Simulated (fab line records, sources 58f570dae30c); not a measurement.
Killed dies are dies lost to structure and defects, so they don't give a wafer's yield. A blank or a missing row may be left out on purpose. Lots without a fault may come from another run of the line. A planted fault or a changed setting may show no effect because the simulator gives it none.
One fault seen from 2 desks | flow berkeley_cmos170 | each desk has only its own numbers; what lay behind them comes last

THE TOOL OWNER'S DESK: pecvd-02
The tool's own readings at UCB170_V2_CVD_00 (deposits SiO2 from TEOS/O2, target thk 2000 nm, time 250 s): means of the sampled wafers that have a number, for each lot that ran on this tool. A lot is out of limits, marked OUT, if its mean lies more than 4 standard deviations from the usual mean; the brackets give that distance.
Columns: A = heater_power_w at UCB170_V2_CVD_00, usual 257 W
lot  | first seen here | A
L160 | day 7 14:26     | 219
L165 | day 8 15:22     | 218
L169 | day 10 06:32    | 211
L174 | day 10 10:34    | 296
L178 | day 11 10:11    | 234
L176 | day 11 12:56    | 292
L181 | day 11 23:16    | 243
This desk's finding: nothing out of limits on any of the 7 lots.

THE METROLOGY DESK
What the gauges read, lot by lot, whatever tool the lot ran on: means of the sampled wafers that have a number. A lot is out of limits, marked OUT, if its mean lies more than 4 standard deviations from the usual mean; the brackets give that distance.
Columns: A = V1_TEOS_THK at UCB170_V1_THK_MEAS_01, usual 2010 nm; B = V2_POLISHED_THK at UCB170_V2_THK_MEAS_04, usual 1000.1 nm
lot  | first seen here | A    | B
L161 | day 7 09:07     | 2029 | 1000.2
L160 | day 7 09:09     | 2011 | 999.1
L166 | day 8 09:11     | 2014 | 999.5
L165 | day 8 09:20     | 2005 | 999.0
L168 | day 9 04:29     | 1995 | 999.3
L169 | day 10 00:07    | 2025 | 1000.1
L170 | day 10 00:17    | 2023 | 999.8
L173 | day 10 02:58    | 2010 | 1000.0
L174 | day 10 02:59    | 2010 | 1000.2
L178 | day 11 05:13    | 2024 | 973.4 (-24) OUT
L175 | day 11 05:31    | 2025 | 1000.6
L176 | day 11 05:32    | 1993 | 973.9 (-24) OUT
L181 | day 11 14:59    | 1998 | 972.7 (-25) OUT
L183 | day 11 17:33    | 1998 | 1001.4
L180 | day 11 17:34    | 2000 | 1000.6
This desk's finding: out of limits on L176, L178, L181; first on L178, day 11 10:49 (V2_POLISHED_THK at UCB170_V2_THK_MEAS_04). In limits: L161, L160, L166, L165, L168, L169, L170, L173, L174, L175, L183, L180.

PUT TOGETHER
The metrology desk could have raised an alarm at day 11 10:49, on L176, L178, L181.
The tool owner's desk saw nothing out of limits.
The tool owner's desk has L176, L178, L181 on record, within its limits.
Of the lots named, all ran UCB170_V2_CVD_00 on pecvd-02.

WHAT THE SIMULATOR HAD PUT IN
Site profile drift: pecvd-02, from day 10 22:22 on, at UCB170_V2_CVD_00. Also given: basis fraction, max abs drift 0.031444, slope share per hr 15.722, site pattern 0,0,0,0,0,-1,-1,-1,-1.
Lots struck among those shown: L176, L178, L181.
Hours from the fault's start to each desk's first reading out of limits: the metrology desk, 12.
